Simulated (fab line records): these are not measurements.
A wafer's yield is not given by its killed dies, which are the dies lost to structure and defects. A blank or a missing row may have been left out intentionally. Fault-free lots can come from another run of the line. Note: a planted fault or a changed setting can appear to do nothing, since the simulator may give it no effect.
The same fault as seen by 2 desks    flow berkeley_cmos170    only its own numbers are on each desk; what lay behind them is given at the end

## TOOL OWNER'S DESK, plasma_asher-03
The tool's own readings at UCB170_PSD_STRIP_09 (strips in O2): means of the sampled wafers that have a number, for each lot that ran on this tool. Any lot whose mean is over 4 standard deviations away from the usual mean is out of limits and marked OUT; that distance is given in the brackets.
Columns: A = chamber_pressure_mTorr at UCB170_PSD_STRIP_09, usual 3500 mTorr; B = drypump_motor_current_A at UCB170_PSD_STRIP_09, usual 5.62 A; C = oes_product_au at UCB170_PSD_STRIP_09, usual 0.601 a.u.; D = strip_time_to_endpoint_s at UCB170_PSD_STRIP_09, usual 29.38 s
lot   first seen here  A                       B     C      D
L921  day 6 22:43      3503                    5.81  0.597  29.37
L924  day 7 03:10      3500                    5.84  0.602  29.33
L938  day 10 07:31     2800 (-99 or more) OUT  5.83  0.600  29.53
L940  day 10 11:26     2795 (-99 or more) OUT  5.75  0.598  29.46
This desk's verdict: out of limits on L938, L940, starting with L938 at day 10 07:31 (chamber_pressure_mTorr at UCB170_PSD_STRIP_09). Within limits: L921, L924.

## THE METROLOGY DESK
What the gauges read, lot by lot, whatever tool the lot ran on: means of the sampled wafers that have a number. Any lot whose mean is over 4 standard deviations away from the usual mean is out of limits and marked OUT; that distance is given in the brackets.
Columns: A = NWELL_OVL at UCB170_NWELL_OVL_MEAS_12, usual 3 nm
lot   first seen here  A
L921  day 2 12:20      2
L922  day 2 13:58      1
L923  day 2 17:01      0
L924  day 2 22:17      4
L925  day 3 03:23      4
L926  day 3 03:28      -1
L927  day 3 12:13      7
L928  day 3 19:16      4
L934  day 5 01:39      3
L938  day 6 03:24      5
L941  day 6 11:00      0
L940  day 6 11:21      5
L943  day 6 20:25      6
This desk's finding: nothing out of limits on any of the 13 lots.

## BROUGHT TOGETHER
On L938, L940, at day 10 07:31, an alarm was possible from the tool owner's desk.
Metrology desk: nothing out of limits seen.
The metrology desk has L938, L940 on record, within its limits.
UCB170_PSD_STRIP_09 was run on plasma_asher-03 by each of the lots named.

## WHAT THE SIMULATOR HAD INSERTED
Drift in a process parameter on plasma_asher-03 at UCB170_PSD_STRIP_09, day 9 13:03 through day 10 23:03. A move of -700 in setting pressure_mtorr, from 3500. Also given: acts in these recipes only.
Lots struck among those shown: L938, L940.
Delay in hours, fault start to first out-of-limits reading, by desk: the tool owner's desk at 18.
